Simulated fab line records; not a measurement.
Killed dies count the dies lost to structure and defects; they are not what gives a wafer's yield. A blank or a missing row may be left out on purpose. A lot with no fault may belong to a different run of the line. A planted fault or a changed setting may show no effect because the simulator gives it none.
Matching of chambers | flow berkeleyCmos170 | UCB170_M3_ETCH_17 on rieDiel-03: 4 sister chambers
The step etches BARC in N2/H2. 4 wafers are shown with their chamber, then 7 later ones without.

## WAFERS PAIRED WITH THEIR CHAMBERS
wafer  | chamber | throttleValvePct (%)
L846.1 | 3       | 13.51
L846.4 | 1       | 13.54
L846.6 | 2       | 13.62
L853.4 | 0       | 13.06

## WAFERS MISSING THEIR CHAMBER
wafer  | throttleValvePct (%)
L853.5 | 13.54
L855.1 | 13.53
L855.2 | 13.52
L855.4 | 13.06
L856.1 | 13.51
L856.3 | 13.52
L856.6 | 13.53

## THE CHAMBER EACH PASSED THROUGH
wafer  | from the rows above     | in truth
L853.5 | 1                       | 1
L855.1 | can't be placed: 1 or 3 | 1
L855.2 | can't be placed: 3 or 1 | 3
L855.4 | 0                       | 0
L856.1 | 3                       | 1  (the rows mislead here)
L856.3 | can't be placed: 3 or 1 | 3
L856.6 | can't be placed: 1 or 3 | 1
Correct placement for 2 of the 7. Can't be placed from these rows: 4 (the true chamber is among the candidates in 4). Placed wrongly: 1.
How it was worked out, from the rows above alone: a wafer's distance from a chamber is the root of the sum, over the readings, of the square of ((its reading less the chamber's mean) divided by the reading's scatter). The wafer belongs to the nearest chamber; if the next one is less than 2 further off, it can't be placed. For every chamber, the mean is computed from those of its wafers that are shown. The scatter (one wafer shown for each chamber): square how far every hidden wafer sits from the nearest shown wafer, average those squares and take the square root.
